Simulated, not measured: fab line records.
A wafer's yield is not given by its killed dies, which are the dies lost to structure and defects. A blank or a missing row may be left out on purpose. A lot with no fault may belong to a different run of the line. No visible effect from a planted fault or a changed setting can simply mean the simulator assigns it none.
Split-lot experiment | flow ritCmos | 23 wafers read across 5 lots, on a route 202 steps long

THE SPLIT ITSELF
At RIT_ACTIVE_EXPOSE_08 (exposes mask M1, target cd 1400 nm), the setting doseMj was moved away from the recipe's 225 on 7 of the 23 wafers read, by -5.2% to +5.2%. This setting was run at the recipe's value on the other wafers.

FROM THE SPLIT TO THE READING: what the file shows between them, 5 steps
- RIT_ACTIVE_PEB_09
- RIT_ACTIVE_DEVELOP_10: develop time 50 s
- RIT_ACTIVE_CD_MEAS_11: target cd 1400 nm
- RIT_ACTIVE_ETCH_13: etches Si3N4 in SF6, stops on SiO2, time 210 s, target depth 210 nm (also split here: pressureMtorr)
- RIT_ACTIVE_STRIP_14: strips in O2, time 180 s

THE READING
cdNm (nm) at RIT_ACTIVE_CD_MEAS_90, where the cd target is 1400 nm. Fault-free wafers of this fab line usually give 1399.5 nm, standard deviation 2 nm.

wafer  | tool, chamber at the split | doseMj as run | against the recipe | cdNm, nm | against lot-mates on the recipe
L075.1 | ilineStepper-01, 0         | 225           | recipe             | 1399.2   | -
L075.3 | ilineStepper-01, 0         | 225           | recipe             | 1399.8   | -
L075.5 | ilineStepper-01, 0         | 225           | recipe             | 1400.8   | -
L076.2 | ilineStepper-02, 0         | 213.3         | -5.2%              | 1417.1   | +16.5
L076.3 | ilineStepper-02, 0         | 213.3         | -5.2%              | 1417.5   | +16.9
L076.4 | ilineStepper-02, 0         | 213.3         | -5.2%              | 1415.4   | +14.8
L076.5 | ilineStepper-02, 0         | 225           | recipe             | 1400.6   | -
L076.6 | ilineStepper-02, 0         | 225           | recipe             | 1400.6   | -
L079.1 | ilineStepper-02, 0         | 225           | recipe             | 1395.2   | -
L079.2 | ilineStepper-02, 0         | 225           | recipe             | 1396.6   | -
L079.4 | ilineStepper-02, 0         | 225           | recipe             | 1396.7   | -
L079.5 | ilineStepper-02, 0         | 225           | recipe             | 1397.2   | -
L079.6 | ilineStepper-02, 0         | 225           | recipe             | 1398.0   | -
L083.1 | ilineStepper-02, 0         | 225           | recipe             | 1401.7   | -
L083.2 | ilineStepper-02, 0         | 218.4         | -2.9%              | 1411.4   | +9.7
L083.3 | ilineStepper-02, 0         | 218.4         | -2.9%              | 1409.9   | +8.2
L083.4 | ilineStepper-02, 0         | 225           | recipe             | 1401.8   | -
L083.5 | ilineStepper-02, 0         | 225           | recipe             | 1401.5   | -
L085.1 | ilineStepper-01, 0         | 225           | recipe             | 1398.6   | -
L085.2 | ilineStepper-01, 0         | 225           | recipe             | 1398.4   | -
L085.4 | ilineStepper-01, 0         | 236.8         | +5.2%              | 1383.3   | -14.9
L085.5 | ilineStepper-01, 0         | 225           | recipe             | 1397.5   | -
L085.6 | ilineStepper-01, 0         | 236.8         | +5.2%              | 1381.0   | -17.2

THE FIT
A straight line over all 23 wafers: cdNm changes by -3.38 nm for each +1% of doseMj; r = -0.98; the points scatter about the line by 1.9 nm.
The same after taking each lot's own level away (the mean of its wafers on the recipe; 23 wafers): -3.07 nm for each +1%; r = -1.00; scatter 0.77 nm.
Per that fit: largest doseMj move, reading shift of 16 nm.
The lots' own levels span 1396.74 to 1401.67 nm, that is 2.5 times the standard deviation above.
The two slopes are in agreement: the lot-to-lot level therefore moves the slope only a little.
Check: -16.5 nm against its lot-mates is what the line predicts for one of the wafers moved furthest among these (+5.2%) when that wafer is left out of the fit. Against them it came out at -14.9 nm.

THESE WAFERS: OTHER SPLITS
Before the reading, these wafers also passed through other splits. Each is held against what the fit with the lots' levels taken away leaves over:
other split on the same wafers   | wafers away from the commonest value | r with cdNm (lot level and that fit taken away)
RIT_ACTIVE_CVD_03 timeS          | 10                                   | -0.03
RIT_ACTIVE_ETCH_13 pressureMtorr | 15                                   | +0.00

THE WHOLE CHAIN: every reading that the file lists as answering this split, in the file's order
step                  | what it does                                                        | reading                                                      | change (the file's fit)              | r (the file's)
RIT_ACTIVE_CD_MEAS_11 | target cd 1400 nm                                                   | cdNm                                                         | -3.06 nm for each +1% of the setting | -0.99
RIT_ACTIVE_ETCH_13    | etches Si3N4 in SF6, stops on SiO2, time 210 s, target depth 210 nm | ACTIVE.cdNm (the simulator's own value, which no gauge read) | -3.03 nm for each +1% of the setting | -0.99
RIT_ACTIVE_CD_MEAS_90 | target cd 1400 nm                                                   | cdNm                                                         | -3.07 nm for each +1% of the setting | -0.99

FILE'S OWN FIT
cdNm changes by -3.07 nm for each +1% of doseMj, r = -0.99.
